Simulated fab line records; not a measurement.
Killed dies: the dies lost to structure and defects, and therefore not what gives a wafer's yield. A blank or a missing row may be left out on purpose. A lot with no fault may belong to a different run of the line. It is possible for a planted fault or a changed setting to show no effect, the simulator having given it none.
A lot that was struck, set against a sound lot ; flow rit cmos ; 14 steps out of a route of 202
Sound: wafers L883.3, L883.4, L883.6. Struck: wafers L893.1, L893.3, L893.5. The cause comes at the end.
Order at every step that has rows: each side's tool, ch and its chambers, its first start. Under that, the readings that differ: sound wafers ; struck wafers ; difference of the means ; sigmas: that difference in standard deviations of wafers without a fault.
alike: same words and numbers on both sides, and readings whose means sit less than 2 such deviations apart. not compared: any withheld reading, any reading some wafer has no value for, any bound like >300 that may hide the same value, and any number with overlapping values for which the record gives no deviation.
A row with sigmas, a row that says differs or no value, or rows on one side alone: a step with any of these is where the two part. When numbers do not overlap yet have no deviation, they are printed without sigmas and do not part them. A reading that every wafer of one side lacks parts them only if that side has two wafers or more.

first, 1 step without rows for these wafers: RIT_SILICIDE_WET_ETCH_00 (etches SiO2 in BOE, target depth 14 nm, time 15 s).
RIT_SILICIDE_SPUTTER_01: material Ti, target thk 30 nm, time 240 s.
  struck on pvd sputter-04, day 7 15:35; sound on pvd sputter-01, day 5 13:34
  alike: throttle valve pct
RIT_SILICIDE_RS_MEAS_02: uses a four-point probe to measure.
  struck on film metro-03, day 7 15:44; sound on film metro-04, day 5 13:45
reading;sound;struck;difference;sigmas
SILICIDE_TI_RS (ohm/sq);46.0 44.8 46.0;46.4 47.6 47.6;+1.6;+2
RIT_SILICIDE_THK_MEAS_03: measures by xrf.
  struck on film metro-03, day 7 15:52; sound on film metro-04, day 5 13:51
reading;sound;struck;difference;sigmas
SILICIDE_TI_THK (nm);31.3 32.1 31.4;31.0 30.3 30.2;-1.1;-2
RIT_SILICIDE_RTA_04: time 10 s, ramp up 5 s, ramp down 5 s.
  sound on rtp anneal-01 ch 0, day 5 13:55; struck on rtp anneal-01 ch 0, day 7 15:55
  alike: anneal temp c max, wafer_temp_C_max
then, 1 step without rows for these wafers: RIT_SILICIDE_WET_ETCH_05 (etches Ti in SPM, time 120 s).
RIT_SILICIDE_RTA_06: time 10 s, ramp up 5 s, ramp down 10 s.
  sound on rtp anneal-02 ch 0, day 5 14:01; struck on rtp anneal-02 ch 0, day 7 16:02
  alike: anneal temp c max, wafer_temp_C_max
RIT_CONTACT_CVD_00: deposits SiO2 from TEOS, target thk 400 nm, time 61 s.
  sound on pecvd-02 ch 0,1,2, day 5 14:04; struck on pecvd-04 ch 0,2, day 7 16:10
reading;sound;struck;difference;sigmas
heater power w (W);338 339 381;247 273 267;-90;-2
  not compared: since wet clean h
RIT_CONTACT_THK_MEAS_01:
  struck on film metro-04, day 7 16:13; sound on film metro-03, day 5 14:08
reading;sound;struck;difference;sigmas
CONTACT_TEOS_THK (nm);405 412 412;390 399 397;-14;-2
then, 3 steps without rows for these wafers: RIT_CONTACT_HMDS_02 (prime time 60 s); RIT_CONTACT_COAT_03 (resist thk 1000 nm); RIT_CONTACT_SOFTBAKE_04 (time 60 s).
RIT_CONTACT_EXPOSE_05: exposes mask M11, target cd 1000 nm.
  sound on iline stepper-02 ch 0, day 5 14:40; struck on iline stepper-02, day 7 16:44
  no value came back on the struck wafers for exposure dose mJ cm2, focus offset nm (nm); on the sound wafers exposure dose mJ cm2 reads 250.03 249.81 250.16
  alike: mask
following that, these wafers have no rows for 1 step: RIT_CONTACT_PEB_06.

## WHERE THEY PART
First at RIT_SILICIDE_RS_MEAS_02; last, within this record, at RIT_CONTACT_EXPOSE_05.

WHY: whatever the simulator had introduced
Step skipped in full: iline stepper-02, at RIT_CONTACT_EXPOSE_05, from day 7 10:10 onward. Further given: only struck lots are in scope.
